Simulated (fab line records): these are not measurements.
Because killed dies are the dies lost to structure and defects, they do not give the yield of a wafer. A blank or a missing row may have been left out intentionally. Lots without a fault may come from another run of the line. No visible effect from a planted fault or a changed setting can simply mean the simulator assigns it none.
Split-lot trial | flow berkeley cmos170 | 23 wafers read across 5 lots, on a route 331 steps long

SPLIT DETAILS
At UCB170_WELLDRIVE_OXIDATION_01 (target thk 199 nm, ox time 9000 s), the setting temp c was moved away from the recipe's 1100 C on 15 of the 23 wafers read, by -2.5% to +2.7%. For the rest of the wafers, this setting stayed at what the recipe calls for.

No step appears in the file between the split and the reading.

THE READING
WELLDRIVE_OXIDE_THK at UCB170_WELLDRIVE_THK_MEAS_02, in nm. Typical for fault-free wafers on this fab line: 199.5 nm, with standard deviation 2.2 nm.

wafer  | tool, chamber at the split | temp c as run, C | against the recipe | WELLDRIVE_OXIDE_THK, nm | against lot-mates on the recipe
L074.1 | -, -                       | 1130             | +2.7%              | 227.6                   | no lot-mate on the recipe
L074.2 | -, -                       | 1130             | +2.7%              | 232.4                   | no lot-mate on the recipe
L074.3 | -, -                       | 1130             | +2.7%              | 232.5                   | no lot-mate on the recipe
L074.4 | -, -                       | 1130             | +2.7%              | 229.4                   | no lot-mate on the recipe
L074.5 | -, -                       | 1130             | +2.7%              | 233.1                   | no lot-mate on the recipe
L076.1 | -, -                       | 1100             | recipe             | 199.4                   | -
L076.2 | -, -                       | 1100             | recipe             | 195.7                   | -
L076.3 | -, -                       | 1100             | recipe             | 196.1                   | -
L076.5 | -, -                       | 1100             | recipe             | 197.7                   | -
L076.6 | -, -                       | 1100             | recipe             | 197.9                   | -
L079.1 | -, -                       | 1073             | -2.5%              | 162.6                   | no lot-mate on the recipe
L079.2 | -, -                       | 1073             | -2.5%              | 166.1                   | no lot-mate on the recipe
L079.3 | -, -                       | 1073             | -2.5%              | 168.3                   | no lot-mate on the recipe
L079.4 | -, -                       | 1073             | -2.5%              | 166.6                   | no lot-mate on the recipe
L079.6 | -, -                       | 1073             | -2.5%              | 166.2                   | no lot-mate on the recipe
L082.1 | furnace-03, 0              | 1100             | recipe             | 198.5                   | -
L082.2 | furnace-03, 0              | 1100             | recipe             | 199.6                   | -
L082.6 | furnace-03, 0              | 1100             | recipe             | 199.1                   | -
L083.2 | -, -                       | 1080             | -1.8%              | 175.0                   | no lot-mate on the recipe
L083.3 | -, -                       | 1080             | -1.8%              | 174.1                   | no lot-mate on the recipe
L083.4 | -, -                       | 1080             | -1.8%              | 175.1                   | no lot-mate on the recipe
L083.5 | -, -                       | 1080             | -1.8%              | 170.6                   | no lot-mate on the recipe
L083.6 | -, -                       | 1080             | -1.8%              | 173.8                   | no lot-mate on the recipe

THE FIT
A straight line over all 23 wafers: WELLDRIVE_OXIDE_THK changes by +12.6 nm for each +1% of temp c; r = +1.00; the points scatter about the line by 1.9 nm.
Too few moved wafers have a lot-mate on the recipe to fit a line with each lot's own level taken away.

THE WHOLE CHAIN: every reading that the file lists as answering this split, in the file's order
step                          | what it does                      | reading                                                                                | change (the file's fit)              | r (the file's)
UCB170_WELLDRIVE_OXIDATION_01 | target thk 199 nm, ox time 9000 s | SiO2_of_WELLDRIVE_OXIDATION_01.thk nm (the simulator's own value, which no gauge read) | +12.6 nm for each +1% of the setting | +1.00
UCB170_WELLDRIVE_THK_MEAS_02  |                                   | WELLDRIVE_OXIDE_THK                                                                    | +12.6 for each +1% of the setting    | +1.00

THE FILE'S OWN FIT
WELLDRIVE_OXIDE_THK changes by +12.6 nm for each +1% of temp c, r = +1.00.
